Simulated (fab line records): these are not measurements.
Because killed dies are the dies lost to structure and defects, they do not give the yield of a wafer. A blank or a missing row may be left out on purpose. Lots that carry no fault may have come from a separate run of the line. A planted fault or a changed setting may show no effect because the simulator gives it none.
Split-lot experiment	flow rit cmos	on a route of 202 steps: 5 lots, 23 wafers read

## ABOUT THE SPLIT
At RIT_NRETRO_IMPLANT_08, the setting energy kev was moved away from the recipe's 70 on 9 of the 23 wafers read, by -3.4% to +3.8%. All remaining wafers had this setting at the recipe value.

The reading is taken at the split's own step.

## THE READING
implant.drp nm (the simulator's own value, which no gauge read), in nm, at RIT_NRETRO_IMPLANT_08. There is no usual value for it anywhere in the file.

wafer	tool, chamber at the split	energy kev as run	against the recipe	implant.drp nm, nm	against lot-mates on the recipe
L074.1	implanter-02, 0	67.64	-3.4%	32.96	-0.98
L074.3	implanter-02, 0	67.64	-3.4%	32.96	-0.98
L074.2	implanter-02, 0	70	recipe	33.94	-
L074.4	implanter-02, 0	70	recipe	33.94	-
L074.6	implanter-02, 0	70	recipe	33.94	-
L079.1	implanter-04, 0	70	recipe	33.94	-
L079.2	implanter-04, 0	70	recipe	33.94	-
L079.3	implanter-04, 0	70	recipe	33.94	-
L080.1	implanter-03, 0	70	recipe	33.94	-
L080.4	implanter-03, 0	70	recipe	33.94	-
L080.2	implanter-03, 0	71.88	+2.7%	34.7	+0.76
L080.3	implanter-03, 0	71.88	+2.7%	34.7	+0.76
L080.6	implanter-03, 0	71.88	+2.7%	34.7	+0.76
L081.2	implanter-04, 0	70	recipe	33.94	-
L081.5	implanter-04, 0	70	recipe	33.94	-
L081.6	implanter-04, 0	70	recipe	33.94	-
L081.3	implanter-04, 0	72.65	+3.8%	35.02	+1.08
L081.4	implanter-04, 0	72.65	+3.8%	35.02	+1.08
L082.1	implanter-04, 0	70	recipe	33.94	-
L082.4	implanter-04, 0	70	recipe	33.94	-
L082.5	implanter-04, 0	70	recipe	33.94	-
L082.2	implanter-04, 0	71.26	+1.8%	34.45	+0.51
L082.6	implanter-04, 0	71.26	+1.8%	34.45	+0.51

FIT RESULTS
A straight line over all 23 wafers: implant.drp nm changes by +0.287 nm for each +1% of energy kev; r = +1.00; the points scatter about the line by 0.0049 nm.
The same after taking each lot's own level away (the mean of its wafers on the recipe; 23 wafers): +0.287 nm for each +1%; r = +1.00; scatter 0.0049 nm.
According to that fit, moving energy kev by its largest amount changes the reading by 1.1 nm.
The lots' own levels span 33.940 to 33.940 nm.
The two slopes are in agreement: the lot-to-lot level therefore moves the slope only a little.
Check: with one of the wafers moved furthest among these (+3.8%) left out of the fit, the line predicts +1.08 nm for it against its lot-mates. Against them it came out at +1.08 nm.

## OTHER SPLITS ON THESE WAFERS
These wafers also went through other splits before the reading. Each is held against what the fit with the lots' levels taken away leaves over:
other split on the same wafers	wafers away from the commonest value	r with implant.drp nm (lot level and that fit taken away)
RIT_ACTIVE_CVD_03 time s	18	+0.26
RIT_ACTIVE_ETCH_13 over etch frac	9	+0.15
RIT_PWELL_COAT_01 resist thk nm	8	-0.40

## THE WHOLE CHAIN: every reading that the file lists as answering this split, in the file's order
step	what it does	reading	change (the file's fit)	r (the file's)
RIT_NRETRO_IMPLANT_08		implant.rp nm (the simulator's own value, which no gauge read)	+0.868 nm for each +1% of the setting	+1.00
RIT_NRETRO_IMPLANT_08		implant.drp nm (the simulator's own value, which no gauge read)	+0.286 nm for each +1% of the setting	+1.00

## FILE'S OWN FIT
implant.drp nm changes by +0.286 nm for each +1% of energy kev, r = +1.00.
